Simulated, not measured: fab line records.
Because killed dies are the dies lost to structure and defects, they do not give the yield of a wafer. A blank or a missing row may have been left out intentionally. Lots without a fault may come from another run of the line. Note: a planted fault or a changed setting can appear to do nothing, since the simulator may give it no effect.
Lot-split experiment | flow rit cmos | route with 202 steps; 5 lots, 23 wafers read

== SPLIT DETAILS ==
At RIT_PLDD_IMPLANT_08, the setting energy kev was moved away from the recipe's 20 on 10 of the 23 wafers read, by -5.9% to +3.9%. For the rest of the wafers, this setting stayed at what the recipe calls for.

== FROM THE SPLIT TO THE READING: what the file shows between them, 5 steps ==
- RIT_PLDD_STRIP_09: strips in O2, time 180 s
- RIT_SPACER_CLEAN_00: cleans in SC1, time 600 s
- RIT_PSD_HARDBAKE_07: time 60 s (also split here: temp c)
- RIT_SDANNEAL_CLEAN_02: cleans in SC2, time 600 s (also split here: time s)
- RIT_SDANNEAL_RTA_03: time 4.907 s

== THE READING ==
PLDD_RS, in ohm/sq, at RIT_SDANNEAL_RS_MEAS_06 (measures by four-point-probe). Typical for fault-free wafers on this fab line: 178.8 ohm/sq, with standard deviation 0.4 ohm/sq.

wafer  | tool, chamber at the split | energy kev as run | against the recipe | PLDD_RS, ohm/sq | against lot-mates on the recipe
L074.2 | implanter-02, 0            | 20.7              | +3.5%              | 176.9           | -2.2
L074.3 | implanter-02, 0            | 20                | recipe             | 179.4           | -
L074.4 | implanter-02, 0            | 20.7              | +3.5%              | 177.6           | -1.6
L074.5 | implanter-02, 0            | 20                | recipe             | 178.9           | -
L074.6 | implanter-02, 0            | 20.7              | +3.5%              | 177.0           | -2.2
L076.2 | implanter-02, 0            | 20                | recipe             | 178.3           | -
L076.5 | implanter-02, 0            | 20                | recipe             | 177.9           | -
L076.6 | implanter-02, 0            | 20                | recipe             | 178.7           | -
L077.1 | implanter-04, 0            | 20                | recipe             | 179.2           | -
L077.3 | implanter-04, 0            | 20                | recipe             | 179.5           | -
L077.4 | implanter-04, 0            | 20.6              | +3.0%              | 177.3           | -2.1
L077.5 | implanter-04, 0            | 20.6              | +3.0%              | 177.3           | -2.1
L077.6 | implanter-04, 0            | 20                | recipe             | 179.4           | -
L079.1 | implanter-01, 0            | 20                | recipe             | 179.1           | -
L079.2 | implanter-01, 0            | 18.83             | -5.9%              | 183.1           | +4.3
L079.4 | implanter-01, 0            | 20                | recipe             | 178.9           | -
L079.5 | implanter-01, 0            | 20                | recipe             | 178.4           | -
L079.6 | implanter-01, 0            | 18.83             | -5.9%              | 182.4           | +3.6
L082.1 | implanter-04, 0            | 20.79             | +3.9%              | 176.1           | -2.8
L082.2 | implanter-04, 0            | 20                | recipe             | 179.1           | -
L082.4 | implanter-04, 0            | 20.79             | +3.9%              | 176.4           | -2.5
L082.5 | implanter-04, 0            | 20                | recipe             | 178.8           | -
L082.6 | implanter-04, 0            | 20.79             | +3.9%              | 176.3           | -2.6

FIT RESULTS
A straight line over all 23 wafers: PLDD_RS changes by -0.619 ohm/sq for each +1% of energy kev; r = -0.97; the points scatter about the line by 0.44 ohm/sq.
The same after taking each lot's own level away (the mean of its wafers on the recipe; 23 wafers): -0.657 ohm/sq for each +1%; r = -0.99; scatter 0.29 ohm/sq.
On that fit, the largest move of energy kev shifts the reading by 3.8 ohm/sq.
From 178.30 to 179.37 ohm/sq: that is the span of the lots' own levels, equal to 2.7 times the standard deviation above.
The two slopes are in agreement: the lot-to-lot level therefore moves the slope only a little.
Check: for one of the wafers moved furthest among these (-5.9%), held out of the fit, the line's prediction against its lot-mates is +3.68 ohm/sq. Against them it came out at +4.3 ohm/sq.

== OTHER SPLITS ON THESE WAFERS ==
Other splits were also applied to these wafers ahead of the reading. Each is held against what the fit with the lots' levels taken away leaves over:
other split on the same wafers | wafers away from the commonest value | r with PLDD_RS (lot level and that fit taken away)
RIT_GATE_EXPOSE_13 dose mj     | 4                                    | +0.15
RIT_GATE_ETCH_19 rf w          | 10                                   | -0.02
RIT_REOX_OXIDATION_03 temp c   | 10                                   | -0.27
RIT_PSD_HARDBAKE_07 temp c     | 11                                   | +0.28
RIT_SDANNEAL_CLEAN_02 time s   | 18                                   | -0.01

== THE FILE'S OWN FIT ==
PLDD_RS changes by -0.663 ohm/sq for each +1% of energy kev, r = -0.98.
